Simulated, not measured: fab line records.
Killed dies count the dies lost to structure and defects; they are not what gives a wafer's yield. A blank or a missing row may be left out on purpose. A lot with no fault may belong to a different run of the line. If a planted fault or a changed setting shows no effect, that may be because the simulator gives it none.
Which tool is to blame? ; flow berkeley-cmos170 ; Sampling: 6 lots, 18 wafers, 3 of 331 route steps

## WHAT THE GAUGES READ, wafer by wafer
UCB170_GATE_THK_MEAS_02.
lot;measured;on;GATE_OXIDE_THK (nm)
L478;day 7 03:06;film-metro-01;6.59 6.60 6.53
L480;day 8 02:01;film-metro-03;6.57 6.60 6.66
L483;day 8 02:01;film-metro-04;6.65 6.70 6.67
L486;day 8 20:21;film-metro-01;6.50 6.62 6.66
L493;day 10 15:17;film-metro-03;6.59 6.47
L498;day 11 19:31;film-metro-04;6.60 6.61 6.64

## EACH LOT AND THE TOOL THAT RAN IT (in order: tool; ch and the chambers of the sampled wafers; start)
lot;UCB170_ACTIVE_ETCH_15;UCB170_ACTIVE_STRIP_16
L478;rie-diel-01 ch 0,1, day 5 03:47;plasma-asher-04 ch 0,1, day 5 03:53
L480;rie-diel-01 ch 1,2,3, day 6 03:13;plasma-asher-04 ch 0,1, day 6 03:20
L483;rie-diel-01 ch 0,3, day 6 03:42;plasma-asher-01 ch 0,1, day 6 03:48
L486;rie-diel-01 ch 0,3, day 6 23:37;plasma-asher-01 ch 0,1, day 6 23:43
L493;rie-diel-04 ch 0,2,3, day 8 06:32;plasma-asher-01 ch 0, day 8 06:38
L498;rie-diel-04 ch 0,1, day 9 03:46;plasma-asher-01 ch 1, day 9 03:52
- UCB170_ACTIVE_ETCH_15: etches Si3N4 in CH3F/Ar/O2, stops on SiO2, target depth 242 nm, time 151 s.
- UCB170_ACTIVE_STRIP_16: strips in O2.

## THE ANSWER, worked out from the rows above alone
Rule: the lots themselves supply what counts as usual. Put in order of their means at a reading, lots are off if they are a third of the lots or fewer, leave a main group of 4 or more, and stand apart from it by a gap of 3 or more times the standard deviation of the main group's means; of several such gaps the widest counts. The tables above print the reading to a certain number of digits; a main group whose means all agree to those digits is not used. Also off: a lot with no number at a reading for which 4 or more lots have one. Any other lot the step has rows for is counted as sound.
No lot is off at any reading shown: from this, nothing can be told.

## WHAT THE SIMULATOR PUT IN
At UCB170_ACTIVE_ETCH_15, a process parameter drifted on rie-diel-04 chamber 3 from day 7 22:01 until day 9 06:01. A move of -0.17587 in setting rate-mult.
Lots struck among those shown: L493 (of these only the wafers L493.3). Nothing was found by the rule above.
